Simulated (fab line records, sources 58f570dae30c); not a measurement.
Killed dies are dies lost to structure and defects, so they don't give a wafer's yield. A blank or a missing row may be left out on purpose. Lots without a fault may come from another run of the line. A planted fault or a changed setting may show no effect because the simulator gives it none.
fab line records | flow berkeley_cmos170
record lots=7 wafers=21 last_day=12
route steps=331 shown M1@252 V1@254
lots that met no fault: from a run of the same line without faults
start_h: hours from the record's first day to the start of the lot's first wafer shown | wait_h: hours since the lot's step before | " the same as in the row above | L1.1+2: a row that stands for several wafers | - no value, or no start given | * or withheld: withheld | < > ~ a bound
route shown NAME@n: a module of which the file shows steps, and the number in the route of the first | usual: mean/standard deviation of fault-free wafers | same: alike in all rows | chamber/n: place in a boat | sites: the reading at each site | _std_site: their standard deviation | _edge_site: outer sites' mean less inner sites' | radius_mm: how far each site lies from the wafer's centre | mask NAME#n: copy n | behind: the tool/chamber that last shaped the wafer | hold: why the lot was held/for how many hours/how that ended | device: the transistor (n, p or np) that didn't switch | end of line: the same wafers' tests at the end of the route | a step without rows: its recipe alone | killed: dies lost to structure and defects at the first sort, not the wafer's yield | map: a wafer's dies, x killed, . not, _ none there
set.NAME: the setting as run; set.NAME@STEP: as run at that earlier step | model.NAME: the simulator's own value behind a step, which no gauge read
lots at some steps of the route; a table a step, a row a wafer
services: from which hour (start_h, from the record's first day; less than 0 if before it) a tool's chamber was out of use, for how many hours, and why
## steps
# step UCB170_M1_CD_MEAS_90
# recipe target_cd_nm=700
# usual cd_nm=698.6/2.5
# columns lot.wafer tool chamber start_h wait_h cd_nm
L323.3 cd_sem-01 - 183.26 0.2 699.1
L323.5 " - " " 699.2
L323.6 " - " " 699.5
L329.2 cd_sem-01 - 211.24 0.1 699.7
L329.3 " - " " 702.8
L329.6 " - " " 700.1
L328.3 cd_sem-01 - 212.02 0.1 693.3
L328.5 " - " " 696.3
L328.6 " - " " 692.9
L330.2 cd_sem-01 - 226.20 0.1 700.6
L330.3 " - " " 701.6
L330.6 " - " " 700.4
L337.4 cd_sem-02 - 268.81 0.1 703.6
L337.5 " - " " 700.5
L337.6 " - " " 702.6
L340.1 cd_sem-02 - 275.02 0.1 698.7
L340.3 " - " " 697.1
L340.4 " - " " 697.0
L343.2 cd_sem-01 - 287.69 0.2 696.6
L343.5 " - " " 694.0
L343.6 " - " " 696.3
# step UCB170_M1_ANNEAL_14
# recipe temp_c=400 time_s=1200 ambient=forming_gas
# step UCB170_V1_CVD_00
# recipe material=SiO2 target_thk_nm=2000 temp_c=390 precursor=TEOS/O2 time_s=250 rf_w=550 pressure_mtorr=9000
# usual heater_power_w=278/63 pressure_mtorr=9004/19
# columns lot.wafer tool chamber start_h wait_h heater_power_w pressure_mtorr
L323.3 pecvd-03 1 184.67 0.0 421 8998
L323.5 " 1 " " 331 8958
L323.6 " 0 " " 189 8996
L328.3 pecvd-01 0 213.65 0.0 328 8995
L328.5 " 2 " " 229 9012
L328.6 " 1 " " 249 8989
L329.2 pecvd-04 2 213.65 0.0 298 8982
L329.3 " 0 " " 283 8986
L329.6 " 1 " " 246 9010
L330.2 pecvd-01 0 227.64 0.0 274 8985
L330.3 " 1 " " 295 9020
L330.6 " 0 " " 225 8996
L337.4 pecvd-01 2 270.29 0.1 230 8999
L337.5 " 1 " " 250 9036
L337.6 " 0 " " 226 8990
L340.1 pecvd-03 1 276.74 0.0 448 9001
L340.3 " 0 " " 253 9016
L340.4 " 2 " " 282 9048
L343.2 pecvd-04 1 289.12 0.0 207 8976
L343.5 " 2 " " 263 9008
L343.6 " 1 " " 163 8984
# step UCB170_V1_THK_MEAS_01
# recipe reads=SiO2_of_V1_CVD_00
# usual V1_TEOS_THK=2007/28
# columns lot.wafer tool chamber start_h wait_h V1_TEOS_THK[nm]
L323.3 film_metro-01 - 184.85 0.1 1990
L323.5 " - " " 2027
L323.6 " - " " 2026
L329.2 film_metro-02 - 213.81 0.1 1982
L329.3 " - " " 1992
L329.6 " - " " 2045
L328.3 film_metro-04 - 213.82 0.1 1963
L328.5 " - " " 1969
L328.6 " - " " 1982
L330.2 film_metro-02 - 227.80 0.1 1956
L330.3 " - " " 1983
L330.6 " - " " 2008
L337.4 film_metro-01 - 270.39 0.0 2015
L337.5 " - " " 2034
L337.6 " - " " 2031
L340.1 film_metro-02 - 276.89 0.1 1984
L340.3 " - " " 1984
L340.4 " - " " 2030
L343.2 film_metro-02 - 289.29 0.1 1999
L343.5 " - " " 2055
L343.6 " - " " 2018
# step UCB170_V1_CMP_02
# recipe material=SiO2 down_force_psi=6 platen_rpm=60 pad_velocity_m_s=0.75398
# usual motor_current_A=17.2/1.7
# columns lot.wafer tool chamber start_h wait_h motor_current_A
L323.3 cmp-02 2 185.04 0.2 17.5
L323.6 " 3 " " 15.4
L323.5 " 0 " " 15.6
L329.2 cmp-02 3 213.91 0.1 15.9
L329.3 " 0 " " 16.5
L329.6 " 3 " " 15.6
L328.3 cmp-02 3 214.31 0.5 15.9
L328.5 " 0 " " 16.0
L328.6 " 1 " " 19.0
L330.2 cmp-02 3 227.85 0.0 14.9
L330.3 " 1 " " 18.3
L330.6 " 3 " " 15.5
L337.4 cmp-02 0 270.52 0.1 16.1
L337.6 " 2 " " 17.9
L337.5 " 3 " " 15.5
L340.4 cmp-01 3 276.95 0.0 15.5
L340.1 " 0 " " 20.6
L340.3 " 2 " " 17.3
L343.2 cmp-01 2 289.39 0.1 18.1
L343.5 " 1 " " 16.5
L343.6 " 2 " " 17.9
# step UCB170_V1_BOW_MEAS_03
# recipe mode=bow
# usual V1_BOW=19/6.2
# columns lot.wafer tool chamber start_h wait_h V1_BOW[um]
L323.3 film_metro-02 - 185.23 0.1 9
L323.5 " - " " 16
L323.6 " - " " 18
L329.2 film_metro-04 - 214.18 0.2 22
L329.3 " - " " 28
L329.6 " - " " 25
L328.3 film_metro-01 - 214.50 0.1 22
L328.5 " - " " 15
L328.6 " - " " 17
L330.2 film_metro-04 - 228.17 0.3 20
L330.3 " - " " 20
L330.6 " - " " 24
L337.4 film_metro-01 - 270.78 0.2 16
L337.5 " - " " 20
L337.6 " - " " 23
L340.1 film_metro-02 - 277.25 0.2 21
L340.3 " - " " 16
L340.4 " - " " 15
L343.2 film_metro-04 - 289.66 0.2 10
L343.5 " - " " 19
L343.6 " - " " 10
# step UCB170_V1_THK_MEAS_04
# recipe reads=SiO2_of_V1_CVD_00
# usual V1_POLISHED_THK=1000.1/1.1
# columns lot.wafer tool chamber start_h wait_h V1_POLISHED_THK[nm]
L323.3 film_metro-02 - 185.33 0.1 999.8
L323.5 " - " " 1000.0
L323.6 " - " " 999.3
L329.2 film_metro-04 - 214.29 0.1 998.7
L329.3 " - " " 997.9
L329.6 " - " " 998.9
L328.3 film_metro-01 - 214.60 0.1 998.3
L328.5 " - " " 999.2
L328.6 " - " " 1001.7
L330.2 film_metro-04 - 228.28 0.1 996.8
L330.3 " - " " 1000.7
L330.6 " - " " 998.9
L337.4 film_metro-01 - 270.87 0.1 999.9
L337.5 " - " " 999.8
L337.6 " - " " 1001.5
L340.1 film_metro-02 - 277.37 0.1 1001.7
L340.3 " - " " 1002.5
L340.4 " - " " 1001.2
L343.2 film_metro-04 - 289.77 0.1 1000.6
L343.5 " - " " 1000.6
L343.6 " - " " 1001.7
# step UCB170_V1_CLEAN_05
# recipe chemistry=DIW
# step UCB170_V1_HMDS_06
# recipe prime_time_s=60 prime_temp_c=100
# step UCB170_V1_COAT_07
# recipe resist=KrF spin_rpm=1500 resist_thk_nm=900
# step UCB170_V1_SOFTBAKE_08
# recipe resist=KrF temp_c=130 time_s=60
# step UCB170_V1_EXPOSE_09
# recipe mask_id=VIA1 target_cd_nm=700 na=0.5 sigma_outer=0.6 source_shape=conventional dose_mj=37
# step UCB170_V1_PEB_10
# recipe peb_temp_c=130 peb_time_s=withheld resist=KrF
# usual chill_plate_temp_C=23.00/0.09 exhaust_pa=44.8/0.83 plate_temp_C=130.01/0.13
# columns lot.wafer tool chamber start_h wait_h chill_plate_temp_C exhaust_pa plate_temp_C
L323.3 litho_track-02 0 188.42 0.1 22.96 44.9 130.21
L323.5 " 0 " " 22.95 44.4 130.07
L323.6 " 0 " " 22.98 43.8 130.10
L329.2 litho_track-01 - 215.96 0.7 - - -
L329.3 " - " " - - -
L329.6 " - " " - - -
L328.3 litho_track-04 - 216.19 0.7 - - -
L328.5 " - " " - - -
L328.6 " - " " - - -
L330.2 litho_track-01 - 229.34 0.1 - - -
L330.3 " - " " - - -
L330.6 " - " " - - -
L337.4 litho_track-02 0 271.80 0.1 23.13 46.1 130.25
L337.5 " 0 " " 22.99 44.6 130.12
L337.6 " 0 " " 22.99 45.1 130.31
L340.1 litho_track-01 0 278.76 0.3 23.08 45.7 130.02
L340.3 " 0 " " 23.01 45.6 129.95
L340.4 " 0 " " 22.95 45.7 129.99
L343.2 litho_track-02 0 290.71 0.1 23.00 44.7 129.91
L343.5 " 0 " " 23.03 45.1 130.05
L343.6 " 0 " " 23.00 44.9 129.92
# step UCB170_V1_DEVELOP_11
# recipe developer=TMAH develop_time_s=45 resist=KrF dev_temp_c=21
## services
# columns tool chamber start_h hours kind
pecvd-04 1 163.73 6.0 repair
cmp-02 - 171.97 4.9 pm
pecvd-01 - 201.35 1.5 repair
cmp-01 - 210.97 5.5 pm
cmp-02 - 225.21 0.7 repair
cmp-01 - 232.00 4.0 pm
cmp-01 - 236.00 - consumable_replace:conditioner
cmp-01 - 236.00 - consumable_replace:pad
cmp-01 - 251.24 4.2 repair
cmp-02 - 255.41 5.5 pm
## key
first_sign step=UCB170_V1_PEB_10 reading=tool_record direction=missing
effect none on later readings
met_at UCB170_V1_PEB_10
struck_wafers L328.3,L328.5,L328.6,L329.2,L329.3,L329.6,L330.2,L330.3,L330.6
later_rows_left_out L328.3,L328.5,L328.6,L329.2,L329.3,L329.6,L330.2,L330.3,L330.6
sort_left_out L328.3,L328.5,L328.6,L329.2,L329.3,L329.6,L330.2,L330.3,L330.6
fault kind=skipped_step_whole tool=litho_track-01,litho_track-04 chamber=- onset_h=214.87 steps=UCB170_V1_PEB_10 scope=struck_lots_only
# sort_left_out: the simulated sort isn't trusted on such a fault, so these wafers' sort isn't shown, and their yield isn't known
# later_rows_left_out: the simulator's readings of these wafers behind a module that went badly wrong aren't trusted and aren't shown, but for the sort
